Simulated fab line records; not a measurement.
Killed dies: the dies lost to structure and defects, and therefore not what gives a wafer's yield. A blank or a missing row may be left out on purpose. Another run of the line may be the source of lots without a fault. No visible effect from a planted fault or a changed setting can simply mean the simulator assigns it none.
A sampling plan put to the test | flow berkeley-cmos170 | 15 faults told of in these records, all on one fab line, each judged by the records of the lots it struck
The plan is the line's own looks: the steps of the route at which a gauge or an inspection reads the wafer and doesn't change it. A look can be judged if struck wafers have a number there and the file gives its usual mean and standard deviation on fault-free wafers. Caught: at a look after the fault's first step, the mean of the struck wafers lies 4 or more of those standard deviations (sigma) from the usual mean. On the tool: the test repeated on the tool's own readings taken at the fault's steps. Caught also covers a different recipe on the struck wafers, or a record left blank for those wafers only.

== THE FAULTS, as the simulator had put them in ==
1. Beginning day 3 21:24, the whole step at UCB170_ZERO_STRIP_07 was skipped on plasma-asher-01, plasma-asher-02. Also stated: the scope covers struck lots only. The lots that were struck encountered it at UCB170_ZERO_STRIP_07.
2. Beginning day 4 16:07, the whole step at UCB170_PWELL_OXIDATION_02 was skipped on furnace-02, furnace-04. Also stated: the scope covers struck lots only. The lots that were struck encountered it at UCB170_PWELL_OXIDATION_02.
3. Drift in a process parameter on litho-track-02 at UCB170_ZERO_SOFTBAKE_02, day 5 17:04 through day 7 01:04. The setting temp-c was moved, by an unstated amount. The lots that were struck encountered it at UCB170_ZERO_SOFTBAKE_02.
4. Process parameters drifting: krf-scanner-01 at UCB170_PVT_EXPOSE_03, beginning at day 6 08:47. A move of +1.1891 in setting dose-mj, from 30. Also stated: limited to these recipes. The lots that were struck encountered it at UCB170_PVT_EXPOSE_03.
5. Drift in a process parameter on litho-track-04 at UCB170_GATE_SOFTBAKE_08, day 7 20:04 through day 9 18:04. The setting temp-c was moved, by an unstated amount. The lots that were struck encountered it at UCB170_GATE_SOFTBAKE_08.
6. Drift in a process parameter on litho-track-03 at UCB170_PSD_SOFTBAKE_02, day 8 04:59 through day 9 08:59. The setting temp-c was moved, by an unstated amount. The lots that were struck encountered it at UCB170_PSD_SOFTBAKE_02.
7. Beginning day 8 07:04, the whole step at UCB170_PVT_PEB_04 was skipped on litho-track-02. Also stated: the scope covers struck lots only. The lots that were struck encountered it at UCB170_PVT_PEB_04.
8. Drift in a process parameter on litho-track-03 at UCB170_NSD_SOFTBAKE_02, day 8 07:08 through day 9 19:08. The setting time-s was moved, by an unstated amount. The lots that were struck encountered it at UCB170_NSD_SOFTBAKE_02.
9. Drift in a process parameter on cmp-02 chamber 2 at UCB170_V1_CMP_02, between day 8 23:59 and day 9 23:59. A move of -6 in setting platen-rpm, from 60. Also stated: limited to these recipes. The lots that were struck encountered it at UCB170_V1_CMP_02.
10. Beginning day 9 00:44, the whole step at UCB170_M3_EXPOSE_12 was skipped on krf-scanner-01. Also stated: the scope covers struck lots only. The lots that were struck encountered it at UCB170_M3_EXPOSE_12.
11. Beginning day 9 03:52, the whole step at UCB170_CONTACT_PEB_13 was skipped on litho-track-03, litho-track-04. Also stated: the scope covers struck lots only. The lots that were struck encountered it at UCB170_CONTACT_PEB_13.
12. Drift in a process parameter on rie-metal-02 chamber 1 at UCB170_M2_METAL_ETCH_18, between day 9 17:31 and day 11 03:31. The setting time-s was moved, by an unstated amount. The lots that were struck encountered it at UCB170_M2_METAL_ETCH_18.
13. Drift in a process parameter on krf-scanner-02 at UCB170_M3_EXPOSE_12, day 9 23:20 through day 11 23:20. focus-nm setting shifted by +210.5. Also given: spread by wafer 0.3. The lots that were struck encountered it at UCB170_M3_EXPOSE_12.
14. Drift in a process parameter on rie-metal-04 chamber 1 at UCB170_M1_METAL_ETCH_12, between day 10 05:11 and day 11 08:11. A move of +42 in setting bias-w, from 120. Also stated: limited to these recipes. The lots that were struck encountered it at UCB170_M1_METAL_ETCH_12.
15. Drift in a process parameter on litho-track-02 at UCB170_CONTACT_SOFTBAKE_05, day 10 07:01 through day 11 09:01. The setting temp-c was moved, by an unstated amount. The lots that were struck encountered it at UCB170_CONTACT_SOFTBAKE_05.

== WHAT THE PLAN SAW ==
fault | on the tool itself                               | first look that catches it                      | reading, sigma                                  | median hours from its first step to that look | hours from the fault's start to the first struck lot there | judged looks passed uncaught
1     | the tool's record is blank for the struck wafers | no look after it can be judged                  | -                                               | -                                             | -                                                          | 0
2     | the tool's record is blank for the struck wafers | no look after it can be judged                  | -                                               | -                                             | -                                                          | 0
3     | heater-power-total-W +67 sigma                   | none of the 2 looks that can be judged after it | -                                               | -                                             | -                                                          | 2
4     | exposure-dose-mJ-cm2 +36 sigma                   | no look after it can be judged                  | -                                               | -                                             | -                                                          | 0
5     | heater-power-total-W +12 sigma                   | none of the 2 looks that can be judged after it | -                                               | -                                             | -                                                          | 2
6     | heater-power-total-W -24 sigma                   | none of the 2 looks that can be judged after it | strongest: cd-nm at UCB170_PSD_CD_MEAS_06, -3.6 | -                                             | -                                                          | 2
7     | the tool's record is blank for the struck wafers | not the one look that can be judged after it    | -                                               | -                                             | -                                                          | 1
8     | run-length-s +11 sigma                           | no look after it can be judged                  | -                                               | -                                             | -                                                          | 0
9     | platen-rpm -99 or beyond sigma                   | not the one look that can be judged after it    | -                                               | -                                             | -                                                          | 1
10    | no reading that can be judged                    | no look after it can be judged                  | -                                               | -                                             | -                                                          | 0
11    | the tool's record is blank for the struck wafers | no look after it can be judged                  | -                                               | -                                             | -                                                          | 0
12    | run-length-s +13 sigma                           | no look after it can be judged                  | -                                               | -                                             | -                                                          | 0
13    | only faintly: exposure-dose-mJ-cm2 -2.7 sigma    | no look after it can be judged                  | -                                               | -                                             | -                                                          | 0
14    | bias-w +99 or beyond sigma                       | no look after it can be judged                  | -                                               | -                                             | -                                                          | 0
15    | heater-power-total-W +41 sigma                   | no look after it can be judged                  | -                                               | -                                             | -                                                          | 0
A dash: this means the fault isn't caught or the number doesn't appear in these records.

Caught at a look: 0 of 15. Caught on the tool: 13 of 15. By one or the other: 13 of 15.
Faults caught by the tool alone: 1, 2, 3, 4, 5, 6, 7, 8, 9, 11, 12, 14, 15.
Caught by neither: faults 10, 13.
